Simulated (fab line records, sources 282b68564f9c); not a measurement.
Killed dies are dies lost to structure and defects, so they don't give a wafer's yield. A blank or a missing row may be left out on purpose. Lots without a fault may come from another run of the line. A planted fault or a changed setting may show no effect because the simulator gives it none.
Which tool did it? | flow rit_cmos | 6 lots, 18 wafers sampled, at 2 steps of a route of 202

WHAT THE GAUGES READ, wafer by wafer
RIT_CONTACT_THK_MEAS_01.
lot  | measured    | on            | CONTACT_TEOS_THK (nm)
L928 | day 4 16:17 | film_metro-01 | 400 409 411
L930 | day 4 21:27 | film_metro-02 | 397 368 397
L937 | day 6 18:50 | film_metro-02 | 395 395 394
L940 | day 7 16:02 | film_metro-01 | 397 397 403
L943 | day 8 05:49 | film_metro-03 | 387 397 398
L944 | day 8 14:34 | film_metro-03 | 393 402 406

WHICH TOOL RAN EACH LOT (tool, then ch and the chambers of the sampled wafers, then the start)
lot  | RIT_CONTACT_CVD_00
L928 | pecvd-03 ch 0,1,2, day 4 16:13
L930 | pecvd-01 ch 0,1,2, day 4 21:23
L937 | pecvd-03 ch 0,1,2, day 6 18:47
L940 | pecvd-03 ch 1,2, day 7 15:58
L943 | pecvd-01 ch 0,2, day 8 05:45
L944 | pecvd-02 ch 0,2, day 8 14:30
- RIT_CONTACT_CVD_00: deposits SiO2 from TEOS, target thk 400 nm, time 61 s.

THE ANSWER, worked out from the rows above alone
Rule: what is usual is taken from the lots themselves. Put in order of their means at a reading, lots are off if they are a third of the lots or fewer, leave a main group of 4 or more, and stand apart from it by a gap of 3 or more times the standard deviation of the main group's means; of several such gaps the widest counts. A main group whose means are all the same, to the digits that the tables above print for the reading, isn't used. A lot without any number at a reading at which 4 lots or more have one is off too. The other lots that the step has rows for count as sound.
No lot is off at any reading shown: from this, nothing can be told.

WHAT THE SIMULATOR HAD PUT IN
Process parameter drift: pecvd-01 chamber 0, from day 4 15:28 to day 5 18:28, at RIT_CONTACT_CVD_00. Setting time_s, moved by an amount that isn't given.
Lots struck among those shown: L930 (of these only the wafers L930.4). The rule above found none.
